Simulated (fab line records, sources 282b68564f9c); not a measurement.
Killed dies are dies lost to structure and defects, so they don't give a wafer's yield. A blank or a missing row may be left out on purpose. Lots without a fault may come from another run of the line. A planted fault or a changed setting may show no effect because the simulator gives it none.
One fault seen from 2 desks | flow rit_cmos | each desk has only its own numbers; what lay behind them comes last

THE METROLOGY DESK
What the gauges read, lot by lot, whatever tool the lot ran on: means of the sampled wafers that have a number. A lot is out of limits, marked OUT, if its mean lies more than 4 standard deviations from the usual mean; the brackets give that distance.
Columns: A = PWELL_OVL at RIT_PWELL_OVL_MEAS_06, usual 1.4 nm; B = PWELL_TW at RIT_PWELL_TW_MEAS_10, usual 951; C = NWELL_RS at RIT_WELLDRIVE_RS_MEAS_01, usual 275.3 ohm/sq; D = PWELL_RS at RIT_WELLDRIVE_RS_MEAS_02, usual 429.3 ohm/sq; E = NRETRO_OVL at RIT_NRETRO_OVL_MEAS_06, usual 0.9 nm
lot  | first seen here | A    | B   | C     | D     | E
L928 | day 3 11:11     | -0.2 | 948 | 274.9 | 429.6 | 1.9
L929 | day 3 15:10     | 1.5  | 944 | 275.3 | 429.3 | -1.3
L930 | day 4 00:20     | 1.5  | 946 | 275.0 | 428.7 | 1.6
L932 | day 4 05:36     | 1.9  | 952 | 275.4 | 429.7 | 1.8
L942 | day 6 09:23     | 1.2  | 940 | 274.3 | 429.5 | -0.3
L943 | day 6 13:37     | 2.0  | 951 | 274.2 | 429.0 | -0.0
This desk's finding: nothing out of limits on any of the 6 lots.

THE TOOL OWNER'S DESK: litho_track-02
The tool's own readings at RIT_NRETRO_COAT_01 (resist thk 1300 nm): means of the sampled wafers that have a number, for each lot that ran on this tool. A lot is out of limits, marked OUT, if its mean lies more than 4 standard deviations from the usual mean; the brackets give that distance.
Columns: A = chill_plate_temp_C at RIT_NRETRO_COAT_01, usual 22.99 C
lot  | first seen here | A
L930 | day 4 06:32     | 22.95
L942 | day 6 15:33     | 22.88
L943 | day 6 19:58     | 22.95
This desk's finding: nothing out of limits on any of the 3 lots.

PUT TOGETHER
The metrology desk saw nothing out of limits.
The tool owner's desk saw nothing out of limits.

WHAT THE SIMULATOR HAD PUT IN
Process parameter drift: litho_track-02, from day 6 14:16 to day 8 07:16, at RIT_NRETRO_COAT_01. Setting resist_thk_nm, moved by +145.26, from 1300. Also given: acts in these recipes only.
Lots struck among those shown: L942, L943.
